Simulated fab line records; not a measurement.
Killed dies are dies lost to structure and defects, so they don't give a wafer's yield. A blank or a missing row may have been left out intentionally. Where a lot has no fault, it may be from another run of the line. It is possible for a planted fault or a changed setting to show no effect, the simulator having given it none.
fab line records	flow ritCmos
record: lots: 5	wafers: 27
route steps=202 shown ACTIVE@14 FOX2@25 SPACER@128 SDANNEAL@156 PSD@157 NSD@158 PLDD@159 M1@192
startH: start of the lot's first displayed wafer, in hours after the record's first day	waitH: how many hours have passed since the lot's step before this one	" the same as in the row above	L1.1+2: a single row standing in for several wafers	- no value, or no start was given	* or withheld: withheld	< > ~ a bound
route shown NAME@n: a module of which the file shows steps, and the number in the route of the first	usual: the fault-free wafers' mean and standard deviation	same: alike in all rows	chamber/n: place in a boat	sites: each site's reading	_std_site: standard deviation across them	_edge_site: mean of outer sites minus mean of inner sites	radiusMm: for every site, how far away it sits from the centre of the wafer	mask NAME#n: copy n	behind: the last tool/chamber to shape the wafer	hold: why the lot went on hold/how many hours it stayed there/how the hold came to an end	device: the transistor (n, p or np) that didn't switch	end of line: tests run on the same wafers once the route is complete	step lacking rows: just its recipe	killed: count of dies lost to structure and defects at first sort (not the wafer's yield)	map: dies across one wafer; x = killed, . = not, _ = none there
set.NAME: the setting the step ran with; set.NAME@STEP: the setting that earlier step ran with	model.NAME: the simulator's own value behind a step, which no gauge read
lots whose settings were changed on purpose; a table a step, a row a wafer
== steps ==
step: RIT_ACTIVE_ETCH_13
recipe: stopOn: SiO2	chemistry: SF6	target: Si3N4	timeS: 210	overEtchFrac: 0.4	SF6_flow_sccm: 200	pressureMtorr: 260	rfW: 125	targetDepthA: 2100
usual: oesProductAu: 0.820/0.014
lot.wafer	tool	chamber	startH	waitH	set.targetDepthA	oesProductAu	model.NOVOLAK_of_ACTIVE_COAT_06.thkNm	model.SiO2_of_ACTIVE_OXIDATION_01.thkNm	model.ACTIVE.featureDepthNm
L076.1	rieDiel-01	0	24.83	0.1	2524	0.750	630.1	38	161.1
L076.2	"	2	"	"	2100	0.849	662	47.75	151.7
L076.3	"	1	"	"	2524	0.758	600.6	30.56	166.3
L076.4	"	3	"	"	2100	0.814	660.6	46.79	152
L076.5	"	3	"	"	2100	0.818	659.8	47.26	151.1
L076.6	"	2	"	"	2524	0.768	625.6	36.39	162.4
L079.1	rieDiel-04	1	41.87	0.1	2830	0.714	581	21.66	176.2
L079.2	"	3	"	"	2100	0.820	676.8	46.73	151.8
L079.3	"	2	"	"	2830	0.692	574.1	21.62	176
L079.4	"	0	"	"	2830	0.708	593.5	25.97	172.5
L079.5	"	2	"	"	2100	0.803	652.1	46.34	151.1
L079.6	"	1	"	"	2100	0.819	660.1	45.6	151.7
L080.1	rieDiel-01	0	44.90	0.1	2100	0.811	663.5	47.69	149.7
L080.2	"	1	"	"	2914	0.703	553.8	0	197.1
L080.3	"	3	"	"	2914	0.682	571.5	20.11	176.6
L080.4	"	2	"	"	2914	0.714	578.8	23.27	173.3
L080.5	"	2	"	"	2100	0.852	663.2	46.46	150.2
L080.6	"	1	"	"	2100	0.824	644.9	44.82	152.3
L081.1	rieDiel-01	2	50.00	0.1	2100	0.831	665.1	46.77	147.2
L081.2	"	3	"	"	2100	0.804	659.8	46.57	149.1
L081.3	"	1	"	"	2100	0.824	650.8	44.26	150.7
L081.4	"	0	"	"	1727	0.906	704.7	46.21	147.8
L081.5	"	1	"	"	1727	0.917	692.1	47.04	148.2
L081.6	"	0	"	"	1727	0.908	703.7	46.92	148.7
L082.1	rieDiel-04	3	54.83	0.1	2100	0.811	676.5	46.76	149.6
L082.2	"	2	"	"	2100	0.802	653.4	46.1	149.5
L082.6	"	1	"	"	2100	0.827	659.6	45.1	150.4
step: RIT_ACTIVE_STRIP_14
recipe: chemistry: O2	timeS: 180	resist: NOVOLAK	platenTempC: withheld	powerW: 500	pressureMtorr: 4000	o2FlowSccm: 4000
step: RIT_FOX2_CLEAN_02
recipe: chemistry: dHF	dilution: 50:1	timeS: 180
step: RIT_FOX2_WET_ETCH_03
recipe: chemistry: H3PO4	target: Si3N4	targetDepthNm: 195	tempC: 165	timeS: 2700
lot.wafer	tool	chamber	startH	waitH	set.targetDepthA@ACTIVE_ETCH_13	model.SiO2_of_ACTIVE_OXIDATION_01.thkNm
L076.1	wetBench-01	1	30.17	0.0	2524	33.7
L076.2	"	1	"	"	2100	42.37
L076.3	"	1	"	"	2524	27.09
L076.4	"	1	"	"	2100	41.51
L076.5	"	1	"	"	2100	41.95
L076.6	"	1	"	"	2524	32.26
L079.1	wetBench-01	1	47.35	0.0	2830	19.32
L079.2	"	1	"	"	2100	41.69
L079.3	"	1	"	"	2830	19.3
L079.4	"	1	"	"	2830	23.17
L079.5	"	1	"	"	2100	41.36
L079.6	"	1	"	"	2100	40.67
L080.1	wetBench-03	3	49.68	0.0	2100	42.45
L080.2	"	3	"	"	2914	0
L080.3	"	3	"	"	2914	17.89
L080.4	"	3	"	"	2914	20.69
L080.5	"	3	"	"	2100	41.35
L080.6	"	3	"	"	2100	39.87
L081.1	wetBench-01	1	53.83	0.0	2100	41.67
L081.2	"	1	"	"	2100	41.49
L081.3	"	1	"	"	2100	39.43
L081.4	"	1	"	"	1727	41.15
L081.5	"	1	"	"	1727	41.89
L081.6	"	1	"	"	1727	41.81
L082.1	wetBench-03	0	59.38	0.0	2100	41.71
L082.2	"	0	"	"	2100	41.13
L082.6	"	0	"	"	2100	40.25
step: RIT_SPACER_CVD_03
recipe: material: Si3N4	targetThkNm: 250	tempC: 810	precursor: SiH2Cl2/NH3	timeS: 3300	pressureMtorr: 300	sih2cl2FlowSccm: 60	nh3FlowSccm: 150
lot.wafer	tool	chamber	startH	waitH	set.timeS	model.Si3N4_of_SPACER_CVD_03.thkNm
L076.1	-	-	-	0.0	2120	163.2
L076.2	"	-	"	"	2120	162.2
L076.3	"	-	"	"	2120	159.3
L076.4	"	-	"	"	2120	162.4
L076.5	"	-	"	"	2120	160.5
L076.6	"	-	"	"	2120	161.5
L079.1	-	-	-	0.0	4008	299.7
L079.2	"	-	"	"	4008	296.7
L079.3	"	-	"	"	4008	297.6
L079.4	"	-	"	"	4008	298.7
L079.5	"	-	"	"	4008	299
L079.6	"	-	"	"	4008	299.2
L080.1	-	-	-	0.1	3300	244.3
L080.2	"	-	"	"	3300	246.1
L080.3+4	"	-	"	"	3300	243.8
L080.5	"	-	"	"	3300	244.9
L080.6	"	-	"	"	3300	243.2
L081.1	-	-	-	1.3	4025	301.6
L081.2+4+6	"	-	"	"	4025	304
L081.3	"	-	"	"	4025	304.8
L081.5	"	-	"	"	4025	304.3
L082.1	lpcvd-02	0	84.88	0.0	3300	251.3
L082.2	"	0	"	"	3300	251
L082.6	"	0	"	"	3300	251.2
step: RIT_SPACER_THK_MEAS_04
recipe: reads: Si3N4_of_SPACER_CVD_03
usual: SPACER_NITRIDE_THK: 248.3/2.6
lot.wafer	tool	chamber	startH	waitH	set.timeS@SPACER_CVD_03	SPACER_NITRIDE_THK[nm]
L076.1	filmMetro-02	-	-	-	2120	163.3
L076.2	"	-	"	"	2120	162.2
L076.3	"	-	"	"	2120	159.3
L076.4	"	-	"	"	2120	162.6
L076.5	"	-	"	"	2120	160.5
L076.6	"	-	"	"	2120	161.6
L079.1	filmMetro-02	-	-	-	4008	299.7
L079.2	"	-	"	"	4008	296.7
L079.3	"	-	"	"	4008	297.7
L079.4	"	-	"	"	4008	298.7
L079.5	"	-	"	"	4008	299.1
L079.6	"	-	"	"	4008	299.2
L080.1	filmMetro-02	-	-	-	3300	244.4
L080.2	"	-	"	"	3300	246.1
L080.3	"	-	"	"	3300	243.7
L080.4	"	-	"	"	3300	243.9
L080.5	"	-	"	"	3300	244.8
L080.6	"	-	"	"	3300	243.3
L081.1	filmMetro-03	-	-	-	4025	301.6
L081.2	"	-	"	"	4025	304.0
L081.3	"	-	"	"	4025	304.8
L081.4	"	-	"	"	4025	304.0
L081.5	"	-	"	"	4025	304.6
L081.6	"	-	"	"	4025	304.1
L082.1	filmMetro-04	-	86.79	0.0	3300	251.4
L082.2	"	-	"	"	3300	251.0
L082.6	"	-	"	"	3300	251.2
step: RIT_SPACER_ETCHBACK_05
recipe: targetDepthA: 2500	SF6_flow_sccm: 30	CHF3_flow_sccm: 30	target: Si3N4	chemistry: SF6/CHF3	pressureMtorr: 40	rfW: 250	timeS: 240	stopOn: SiO2
usual: oesProductAu: 0.846/0.014
lot.wafer	tool	chamber	startH	waitH	set.timeS@SPACER_CVD_03	oesProductAu	model.etch.depthNm	model.Si3N4_of_SPACER_CVD_03.thkNm
L076.1	rieDiel-01	1	59.34	0.1	2120	0.641	163.2	127.8
L076.2	"	2	"	"	2120	0.639	162.2	128.4
L076.3	"	0	"	"	2120	0.618	159.3	126.2
L076.4	"	3	"	"	2120	0.623	162.4	128.5
L076.5	"	0	"	"	2120	0.625	160.5	127.3
L076.6	"	3	"	"	2120	0.618	161.5	127.9
L079.1	rieDiel-02	1	75.12	0.1	4008	0.998	299.7	235.9
L079.2	"	0	"	"	4008	0.985	296.7	233.4
L079.3	"	3	"	"	4008	0.956	297.6	233.2
L079.4	"	2	"	"	4008	0.967	298.7	234.5
L079.5	"	2	"	"	4008	0.961	299	235.2
L079.6	"	1	"	"	4008	0.987	299.2	235.3
L080.1	rieDiel-01	2	77.04	0.1	3300	0.858	244.3	191.6
L080.2	"	3	"	"	3300	0.825	246.1	193.4
L080.3	"	1	"	"	3300	0.842	243.8	190.6
L080.4	"	0	"	"	3300	0.831	243.8	192.7
L080.5	"	2	"	"	3300	0.851	244.9	192.4
L080.6	"	3	"	"	3300	0.811	243.2	191
L081.1	rieDiel-01	3	83.33	0.1	4025	0.955	301.6	237.3
L081.2	"	2	"	"	4025	0.999	304	239.2
L081.3	"	0	"	"	4025	0.964	300.3	241.5
L081.4	"	1	"	"	4025	0.992	304	238.2
L081.5	"	3	"	"	4025	0.950	304.3	240.2
L081.6	"	2	"	"	4025	0.996	304	238.4
L082.1	rieDiel-03	1	86.85	0.1	3300	0.834	251.3	196.2
L082.2	"	2	"	"	3300	0.854	251	196
L082.6	"	2	"	"	3300	0.854	251.2	196.6
step: RIT_SDANNEAL_RTA_03
recipe: tempC: 1050	timeS: 5	idleTempC: 600	rampUpCPerS: 342	rampDownCPerS: 171	coolToC: 600	ambient: N2
lot.wafer	tool	chamber	startH	waitH	set.timeS
L076.1+3+4	rtpAnneal-02	0	63.04	0.0	4.105
L076.2+5+6	"	0	"	"	5
L079.1+2+3	rtpAnneal-01	0	78.75	0.0	7.511
L079.4+5+6	"	0	"	"	5
L080.1+3+4	rtpAnneal-02	0	80.53	0.0	5
L080.2+5+6	"	0	"	"	6.713
L081.1+3+5	rtpAnneal-01	0	86.82	0.0	4.128
L081.2+4+6	"	0	"	"	5
L082.1+2+6	rtpAnneal-02	0	90.21	0.0	5
step: RIT_SDANNEAL_RS_MEAS_04
recipe: thkMeasGauge: four-point-probe
usual: PSD_RS: 116.1/0.33
lot.wafer	tool	chamber	startH	waitH	set.timeS@SDANNEAL_RTA_03	PSD_RS[ohm/sq]
L076.1	filmMetro-01	-	63.10	0.0	4.105	119.1
L076.2	"	-	"	"	5	116.4
L076.3	"	-	"	"	4.105	118.8
L076.4	"	-	"	"	4.105	119.2
L076.5	"	-	"	"	5	116.2
L076.6	"	-	"	"	5	116.2
L079.1	filmMetro-03	-	78.81	0.0	7.511	109.4
L079.2	"	-	"	"	7.511	109.3
L079.3	"	-	"	"	7.511	109.8
L079.4	"	-	"	"	5	115.8
L079.5	"	-	"	"	5	115.4
L079.6	"	-	"	"	5	115.8
L080.1	filmMetro-03	-	80.64	0.1	5	115.9
L080.2	"	-	"	"	6.713	111.0
L080.3	"	-	"	"	5	115.3
L080.4	"	-	"	"	5	115.8
L080.5	"	-	"	"	6.713	111.4
L080.6	"	-	"	"	6.713	111.4
L081.1	filmMetro-03	-	86.87	0.0	4.128	118.5
L081.2	"	-	"	"	5	115.8
L081.3	"	-	"	"	4.128	118.4
L081.4	"	-	"	"	5	115.7
L081.5	"	-	"	"	4.128	118.2
L081.6	"	-	"	"	5	115.8
L082.1	filmMetro-01	-	90.27	0.0	5	116.1
L082.2	"	-	"	"	5	115.9
L082.6	"	-	"	"	5	115.9
step: RIT_SDANNEAL_RS_MEAS_05
recipe: thkMeasGauge: four-point-probe
usual: NSD_RS: 84.52/0.22
lot.wafer	tool	chamber	startH	waitH	set.timeS@SDANNEAL_RTA_03	NSD_RS[ohm/sq]
L076.1	filmMetro-01	-	63.22	0.1	4.105	84.94
L076.2	"	-	"	"	5	84.68
L076.3	"	-	"	"	4.105	85.20
L076.4	"	-	"	"	4.105	85.01
L076.5	"	-	"	"	5	84.56
L076.6	"	-	"	"	5	84.49
L079.1	filmMetro-03	-	78.93	0.1	7.511	83.71
L079.2	"	-	"	"	7.511	83.40
L079.3	"	-	"	"	7.511	83.65
L079.4	"	-	"	"	5	84.68
L079.5	"	-	"	"	5	84.37
L079.6	"	-	"	"	5	84.59
L080.1	filmMetro-03	-	80.76	0.1	5	84.31
L080.2	"	-	"	"	6.713	83.93
L080.3	"	-	"	"	5	84.61
L080.4	"	-	"	"	5	84.51
L080.5	"	-	"	"	6.713	83.93
L080.6	"	-	"	"	6.713	83.56
L081.1	filmMetro-03	-	86.99	0.1	4.128	84.66
L081.2	"	-	"	"	5	84.26
L081.3	"	-	"	"	4.128	84.90
L081.4	"	-	"	"	5	84.18
L081.5	"	-	"	"	4.128	84.85
L081.6	"	-	"	"	5	84.11
L082.1	filmMetro-01	-	90.39	0.1	5	84.41
L082.2	"	-	"	"	5	84.49
L082.6	"	-	"	"	5	84.54
step: RIT_SDANNEAL_RS_MEAS_06
recipe: thkMeasGauge: four-point-probe
usual: PLDD_RS: 179.9/0.71
lot.wafer	tool	chamber	startH	waitH	set.timeS@SDANNEAL_RTA_03	PLDD_RS[ohm/sq]
L076.1	filmMetro-01	-	63.34	0.1	4.105	183.2
L076.2	"	-	"	"	5	180.7
L076.3	"	-	"	"	4.105	182.9
L076.4	"	-	"	"	4.105	183.7
L076.5	"	-	"	"	5	179.7
L076.6	"	-	"	"	5	180.4
L079.1	filmMetro-03	-	79.05	0.1	7.511	172.4
L079.2	"	-	"	"	7.511	172.9
L079.3	"	-	"	"	7.511	172.5
L079.4	"	-	"	"	5	179.0
L079.5	"	-	"	"	5	178.4
L079.6	"	-	"	"	5	178.7
L080.1	filmMetro-03	-	80.88	0.1	5	179.5
L080.2	"	-	"	"	6.713	174.7
L080.3	"	-	"	"	5	178.8
L080.4	"	-	"	"	5	179.6
L080.5	"	-	"	"	6.713	174.9
L080.6	"	-	"	"	6.713	174.9
L081.1	filmMetro-03	-	87.11	0.1	4.128	182.0
L081.2	"	-	"	"	5	178.9
L081.3	"	-	"	"	4.128	182.2
L081.4	"	-	"	"	5	179.3
L081.5	"	-	"	"	4.128	182.1
L081.6	"	-	"	"	5	179.3
L082.1	filmMetro-01	-	90.51	0.1	5	179.8
L082.2	"	-	"	"	5	179.1
L082.6	"	-	"	"	5	179.2
step: RIT_M1_DEVELOP_08
recipe: resist: NOVOLAK	developTimeS: 68	devTempC: 23
lot.wafer	tool	chamber	startH	waitH	set.developTimeS
L076.1+4+6	lithoTrack-01	0	-	-	105.2
L076.2+3+5	"	0	"	"	68
L079.1+2+3+4+5+6	lithoTrack-04	0	-	-	68
L080.1+2+3+4+5+6	lithoTrack-02	0	-	-	68
L081.1+3+6	lithoTrack-01	0	-	-	31.64
L081.2+4+5	"	0	"	"	68
L082.1+2+6	lithoTrack-01	0	-	-	68
step: RIT_M1_CD_MEAS_09
recipe: targetCdNm: 2600
usual: cdNm: 2600.6/2.2
lot.wafer	tool	chamber	startH	waitH	set.developTimeS@M1_DEVELOP_08	cdNm
L076.1	cdSem-01	-	67.89	-	105.2	2565.6
L076.2	"	-	"	"	68	2603.6
L076.3	"	-	"	"	68	2602.5
L076.4	"	-	"	"	105.2	2564.6
L076.5	"	-	"	"	68	2601.4
L076.6	"	-	"	"	105.2	2564.0
L079.1	cdSem-01	-	83.58	-	68	2604.1
L079.2	"	-	"	"	68	2603.9
L079.3	"	-	"	"	68	2603.8
L079.4	"	-	"	"	68	2603.4
L079.5	"	-	"	"	68	2601.6
L079.6	"	-	"	"	68	2605.9
L080.1	cdSem-01	-	85.59	-	68	2597.5
L080.2	"	-	"	"	68	2596.6
L080.3	"	-	"	"	68	2597.9
L080.4	"	-	"	"	68	2597.6
L080.5	"	-	"	"	68	2596.0
L080.6	"	-	"	"	68	2598.2
L081.1	cdSem-02	-	91.88	-	31.64	2682.9
L081.2	"	-	"	"	68	2601.9
L081.3	"	-	"	"	31.64	2682.1
L081.4	"	-	"	"	68	2600.5
L081.5	"	-	"	"	68	2598.7
L081.6	"	-	"	"	31.64	2683.1
L082.1	cdSem-01	-	94.86	-	68	2599.0
L082.2	"	-	"	"	68	2601.2
L082.6	"	-	"	"	68	2601.3
step: RIT_M1_HARDBAKE_11
recipe: resist: NOVOLAK	tempC: 140	timeS: 120
step: RIT_M1_METAL_ETCH_12
recipe: stopOn: SiO2	chemistry: Cl2/BCl3	target: Al	timeS: 165	overEtchFrac: 0.5	pressureMtorr: 100	targetDepthA: 6000	rfW: 240.6	Cl2_flow_sccm: 60	bcl3FlowSccm: 50
lot.wafer	tool	chamber	startH	waitH	set.developTimeS@M1_DEVELOP_08	model.M1.cdNm
L076.1+4+6	rieMetal-01	1,0,1	68.30	0.2	105.2	2568
L076.2	"	0	"	"	68	2609
L076.3	"	1	"	"	68	2608
L076.5	"	0	"	"	68	2606
L079.1	rieMetal-01	0	83.99	0.2	68	2607
L079.2+3	"	1	"	"	68	2608
L079.4	"	0	"	"	68	2606
L079.5	"	0	"	"	68	2603
L079.6	"	1	"	"	68	2609
L080.1+4	rieMetal-04	1	85.99	0.2	68	2600
L080.2	"	0	"	"	68	2598
L080.3	"	0	"	"	68	2599
L080.5	"	0	"	"	68	2597
L080.6	"	1	"	"	68	2601
L081.1	rieMetal-02	1	92.29	0.2	31.64	2684
L081.2	"	0	"	"	68	2604
L081.3	"	0	"	"	31.64	2683
L081.4	"	1	"	"	68	2602
L081.5	"	1	"	"	68	2600
L081.6	"	0	"	"	31.64	2686
L082.1+6	rieMetal-01	0,1	95.27	0.2	68	2604
L082.2	"	1	"	"	68	2606
step: RIT_M1_STRIP_13
recipe: chemistry: nmp	resist: NOVOLAK	tempC: 80	timeS: 600	dry: n2Spin
step: RIT_M1_STRIP_14
recipe: chemistry: O2	timeS: 180	platenTempC: withheld	powerW: 500	pressureMtorr: 4000	o2FlowSccm: 4000
step: RIT_M1_CD_MEAS_90
recipe: targetCdNm: 2600
usual: cdNm: 2603/3.4
lot.wafer	tool	chamber	startH	waitH	set.developTimeS@M1_DEVELOP_08	cdNm
L076.1	cdSem-01	-	68.86	0.1	105.2	2568
L076.2	"	-	"	"	68	2609
L076.3	"	-	"	"	68	2608
L076.4	"	-	"	"	105.2	2568
L076.5	"	-	"	"	68	2606
L076.6	"	-	"	"	105.2	2568
L079.1	cdSem-01	-	84.68	0.1	68	2607
L079.2	"	-	"	"	68	2608
L079.3	"	-	"	"	68	2608
L079.4	"	-	"	"	68	2606
L079.5	"	-	"	"	68	2604
L079.6	"	-	"	"	68	2608
L080.1	cdSem-01	-	86.51	0.1	68	2600
L080.2	"	-	"	"	68	2598
L080.3	"	-	"	"	68	2600
L080.4	"	-	"	"	68	2600
L080.5	"	-	"	"	68	2597
L080.6	"	-	"	"	68	2601
L081.1	cdSem-02	-	92.80	0.1	31.64	2685
L081.2	"	-	"	"	68	2604
L081.3	"	-	"	"	31.64	2683
L081.4	"	-	"	"	68	2602
L081.5	"	-	"	"	68	2600
L081.6	"	-	"	"	31.64	2686
L082.1	cdSem-01	-	95.80	0.1	68	2604
L082.2	"	-	"	"	68	2606
L082.6	"	-	"	"	68	2604
step: RIT_M1_ANNEAL_15
recipe: tempC: 450	timeS: 1800	ambient: forming_gas_H2N2
step: RIT_M1_PROBE_99
lot.wafer	tool	chamber	startH	waitH	set.timeS@SDANNEAL_RTA_03	model.etest.pmosTurned.rOnOhmUm	model.etest.pmos_0p15.rOnOhmUm	model.etest.pmos_0p3.rOnOhmUm
L079.1	prober-01	-	86.42	0.1	7.511	2777	2299	5714
L079.2	prober-01	-	86.47	0.1	7.511	2742	2279	5824
L079.3	prober-01	-	86.52	0.2	7.511	2822	2352	5856
L079.4	prober-01	-	86.57	0.2	5	3233	2662	6318
L079.5	prober-01	-	86.62	0.2	5	3084	2521	6091
L079.6	prober-01	-	86.67	0.2	5	3163	2594	6230
L080.1	prober-02	-	89.11	0.1	5	3546	2880	6441
L080.3	prober-02	-	89.21	0.2	5	3472	2828	6375
L080.4	prober-02	-	89.26	0.2	5	3464	2789	6303
L080.5	prober-02	-	89.31	0.2	6.713	3267	2673	6108
L080.6	prober-02	-	89.36	0.2	6.713	3222	2643	6151
L081.1	prober-01	-	95.52	0.1	4.128	3552	2846	6372
L081.3	prober-01	-	95.62	0.2	4.128	-	-	-
L081.4	prober-01	-	95.67	0.2	5	3375	2759	6294
L081.6	prober-01	-	95.77	0.2	5	3450	2806	6347
L082.1	prober-02	-	97.54	0.1	5	3487	2852	6531
L082.2	prober-02	-	97.59	0.1	5	3418	2785	6486
L082.6	prober-02	-	97.79	0.2	5	3443	2790	6499
killed by level:class
L082.1 FOX1:geometricParticle:short=3 GATE:geometricParticle:short=2 GATE:geometricParticle:open=2 SPACER:geometricParticle:short=1
L082.2 GATE:geometricParticle:open=2 FOX1:geometricParticle:short=1 SPACER:geometricParticle:short=1 SPACER:geometricParticle:open=1
L082.6 FOX2:geometricParticle:short=3 GATE:geometricParticle:short=2 SILICIDE:geometricParticle:short=2 ACTIVE:geometricParticle:open=1 FOX1:geometricParticle:open=1 FOX2:geometricParticle:open=1 SPACER:geometricParticle:short=1
== key ==
split: step: RIT_ACTIVE_ETCH_13	setting: targetDepthA	stated: 2100	by: wafer
response: step: RIT_ACTIVE_ETCH_13	reading: oesProductAu	change: -0.00343	per: 1%	r: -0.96
response: step: RIT_ACTIVE_ETCH_13	reading: model.NOVOLAK_of_ACTIVE_COAT_06.thkNm	change: -2.28	per: 1%	r: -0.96
response: step: RIT_ACTIVE_ETCH_13	reading: model.SiO2_of_ACTIVE_OXIDATION_01.thkNm	change: -0.671	per: 1%	r: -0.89
response: step: RIT_ACTIVE_ETCH_13	reading: model.ACTIVE.featureDepthNm	change: +0.666	per: 1%	r: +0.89
response: step: RIT_FOX2_WET_ETCH_03	reading: model.SiO2_of_ACTIVE_OXIDATION_01.thkNm	change: -0.597	per: 1%	r: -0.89
split: step: RIT_SPACER_CVD_03	setting: timeS	stated: 3300	by: lot
response: step: RIT_SPACER_CVD_03	reading: model.Si3N4_of_SPACER_CVD_03.thkNm	change: +2.43	per: 1%	r: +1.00
response: step: RIT_SPACER_THK_MEAS_04	reading: SPACER_NITRIDE_THK	change: +2.43	per: 1%	r: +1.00
response: step: RIT_SPACER_ETCHBACK_05	reading: oesProductAu	change: +0.00607	per: 1%	r: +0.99
response: step: RIT_SPACER_ETCHBACK_05	reading: model.etch.depthNm	change: +2.42	per: 1%	r: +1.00
response: step: RIT_SPACER_ETCHBACK_05	reading: model.Si3N4_of_SPACER_CVD_03.thkNm	change: +1.9	per: 1%	r: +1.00
split: step: RIT_SDANNEAL_RTA_03	setting: timeS	stated: 5	by: wafer
response: step: RIT_SDANNEAL_RS_MEAS_04	reading: PSD_RS	change: -0.128	per: 1%	r: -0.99
response: step: RIT_SDANNEAL_RS_MEAS_05	reading: NSD_RS	change: -0.021	per: 1%	r: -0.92
response: step: RIT_SDANNEAL_RS_MEAS_06	reading: PLDD_RS	change: -0.131	per: 1%	r: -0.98
response: step: RIT_M1_PROBE_99	reading: model.etest.pmosTurned.rOnOhmUm	change: -7.51	per: 1%	r: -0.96
response: step: RIT_M1_PROBE_99	reading: model.etest.pmos_0p15.rOnOhmUm	change: -5.41	per: 1%	r: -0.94
response: step: RIT_M1_PROBE_99	reading: model.etest.pmos_0p3.rOnOhmUm	change: -7.76	per: 1%	r: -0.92
split: step: RIT_M1_DEVELOP_08	setting: developTimeS	stated: 68	by: wafer
response: step: RIT_M1_CD_MEAS_09	reading: cdNm	change: -1.11	per: 1%	r: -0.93
response: step: RIT_M1_METAL_ETCH_12	reading: model.M1.cdNm	change: -1.12	per: 1%	r: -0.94
response: step: RIT_M1_CD_MEAS_90	reading: cdNm	change: -1.12	per: 1%	r: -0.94
